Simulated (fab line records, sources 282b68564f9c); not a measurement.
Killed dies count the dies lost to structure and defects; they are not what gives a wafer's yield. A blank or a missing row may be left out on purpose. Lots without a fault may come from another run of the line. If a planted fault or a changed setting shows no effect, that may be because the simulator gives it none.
Split-lot study	flow rit-cmos	22 wafers read across 5 lots, on a route 202 steps long

== THE SPLIT ITSELF ==
At RIT_GATE_DEVELOP_15 (develop time 50 s), the setting develop-time-s was moved away from the recipe's 50 s on 7 of the 22 wafers read, by -12.3% to +9.6%. This setting was run at the recipe's value on the other wafers.

== FROM THE SPLIT TO THE READING: what the file shows between them, 18 steps ==
- RIT_GATE_HARDBAKE_18: time 60 s
- RIT_GATE_ETCH_19: etches poly-Si in SF6/CHF3/O2, stops on SiO2, time 165 s, target depth 312.5 nm
- RIT_NLDD_COAT_01: resist thk 1000 nm (also split here: resist-thk-nm)
- RIT_NLDD_SOFTBAKE_02: time 60 s
- RIT_NLDD_EXPOSE_03: exposes mask M7, target cd 40700 nm
- RIT_NLDD_DEVELOP_05: develop time 50 s
- RIT_NLDD_HARDBAKE_07: time 60 s
- RIT_NLDD_IMPLANT_08 (also split here: dose-cm2)
- RIT_PLDD_SOFTBAKE_02: time 60 s (also split here: temp-c)
- RIT_PLDD_EXPOSE_03: exposes mask M8, target cd 40900 nm
- RIT_PLDD_PEB_04
- RIT_PLDD_DEVELOP_05: develop time 50 s
- RIT_PLDD_IMPLANT_08 (also split here: energy-kev)
- RIT_SPACER_CVD_03: deposits Si3N4 from SiH2Cl2/NH3, target thk 250 nm, time 3300 s (also split here: sih2cl2-flow-sccm)
- RIT_SPACER_THK_MEAS_04
- RIT_SPACER_ETCHBACK_05: etches Si3N4 in SF6/CHF3, stops on SiO2, target depth 250 nm, time 240 s
- RIT_NSD_HARDBAKE_07: time 60 s (also split here: temp-c)
- RIT_PSD_SOFTBAKE_02: time 60 s (also split here: time-s)

== THE READING ==
etest.ppoly-line.line-ohm-um (the simulator's own value, which no gauge read), at RIT_M1_PROBE_99. The file gives no usual value for it. Across the 15 wafers here that went through the recipe, the average is 159.4 and the standard deviation 2.7.

wafer	tool, chamber at the split	develop-time-s as run, s	against the recipe	etest.ppoly-line.line-ohm-um	against lot-mates on the recipe
L075.1	litho-track-01, 0	50	recipe	159.7	-
L075.2	litho-track-01, 0	50	recipe	159.8	-
L075.5	litho-track-01, 0	50	recipe	161.1	-
L077.3	litho-track-03, 0	43.84	-12.3%	124.2	-31.2
L077.4	litho-track-03, 0	43.84	-12.3%	118.8	-36.6
L077.5	litho-track-03, 0	50	recipe	156.4	-
L077.6	litho-track-03, 0	50	recipe	154.3	-
L076.1	litho-track-03, 0	50	recipe	158.1	-
L076.2	litho-track-03, 0	54.78	+9.6%	191.7	+30.4
L076.3	litho-track-03, 0	54.78	+9.6%	185.5	+24.2
L076.4	litho-track-03, 0	50	recipe	164.9	-
L076.5	litho-track-03, 0	50	recipe	160.9	-
L078.1	litho-track-01, 0	50	recipe	162.5	-
L078.2	litho-track-01, 0	50	recipe	157.5	-
L078.3	litho-track-01, 0	50	recipe	160.8	-
L078.5	litho-track-01, 0	50	recipe	156.2	-
L078.6	litho-track-01, 0	50	recipe	158.8	-
L085.2	litho-track-04, 0	54.36	+8.7%	197	+37.4
L085.3	litho-track-04, 0	50	recipe	157.1	-
L085.4	litho-track-04, 0	54.36	+8.7%	201.2	+41.6
L085.5	litho-track-04, 0	50	recipe	162.2	-
L085.6	litho-track-04, 0	54.36	+8.7%	193.3	+33.7

THE FIT
A straight line over all 22 wafers: etest.ppoly-line.line-ohm-um changes by +3.44 for each +1% of develop-time-s; r = +0.98; the points scatter about the line by 4.5.
The same after taking each lot's own level away (the mean of its wafers on the recipe; 22 wafers): +3.23 for each +1%; r = +0.97; scatter 4.7.
According to that fit, moving develop-time-s by its largest amount changes the reading by 40.
Measured against the standard deviation above, the lots' own levels, which go from 155.35 to 161.30, span 2.2 times it.
Hence the lot-to-lot level has little effect on the slope; both slopes agree.
Check: with one of the wafers moved furthest among these (-12.3%) left out of the fit, the line predicts -41.3 for it against its lot-mates. Against them it came out at -31.2.

== OTHER SPLITS ON THESE WAFERS ==
Note: prior to the reading, these wafers also went through further splits. Each is held against what the fit with the lots' levels taken away leaves over:
other split on the same wafers	wafers away from the commonest value	r with etest.ppoly-line.line-ohm-um (lot level and that fit taken away)
RIT_PWELL_IMPLANT_08 energy-kev	7	-0.19
RIT_NRETRO_COAT_01 resist-thk-nm	7	+0.16
RIT_NRETRO_IMPLANT_08 energy-kev	8	+0.19
RIT_PRETRO_COAT_01 spin-rpm	8	-0.28
RIT_PRETRO_IMPLANT_08 energy-kev	11	+0.00
RIT_NLDD_COAT_01 resist-thk-nm	4	+0.48
RIT_NLDD_IMPLANT_08 dose-cm2	7	-0.34
RIT_PLDD_SOFTBAKE_02 temp-c	11	+0.14
RIT_PLDD_IMPLANT_08 energy-kev	7	+0.42
RIT_SPACER_CVD_03 sih2cl2-flow-sccm	14	-0.25
RIT_NSD_HARDBAKE_07 temp-c	8	-0.09
RIT_PSD_SOFTBAKE_02 time-s	10	-0.21

== THE WHOLE CHAIN: every reading that the file lists as answering this split, in the file's order ==
step	what it does	reading	change (the file's fit)	r (the file's)
RIT_GATE_ETCH_19	etches poly-Si in SF6/CHF3/O2, stops on SiO2, time 165 s, target depth 312.5 nm	GATE.cd-nm (the simulator's own value, which no gauge read)	-1.66 nm for each +1% of the setting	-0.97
RIT_M1_PROBE_99		etest.nmos_0p15.r-on-ohm-um (the simulator's own value, which no gauge read)	-9.45 for each +1% of the setting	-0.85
RIT_M1_PROBE_99		etest.nmos_0p15.drive-ua-um (the simulator's own value, which no gauge read)	+7 for each +1% of the setting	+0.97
RIT_M1_PROBE_99		etest.pmos_0p3.r-on-ohm-um (the simulator's own value, which no gauge read)	-32.9 for each +1% of the setting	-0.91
RIT_M1_PROBE_99		etest.pmos_0p15.r-on-ohm-um (the simulator's own value, which no gauge read)	-37.7 for each +1% of the setting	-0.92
RIT_M1_PROBE_99		etest.nmos_0p3.r-on-ohm-um (the simulator's own value, which no gauge read)	-9.53 for each +1% of the setting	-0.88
RIT_M1_PROBE_99		etest.npoly-line.line-ohm-um (the simulator's own value, which no gauge read)	+3.26 for each +1% of the setting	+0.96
RIT_M1_PROBE_99		etest.ppoly-line.line-ohm-um (the simulator's own value, which no gauge read)	+3.18 for each +1% of the setting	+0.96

== THE FILE'S OWN FIT ==
etest.ppoly-line.line-ohm-um changes by +3.18 for each +1% of develop-time-s, r = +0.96.
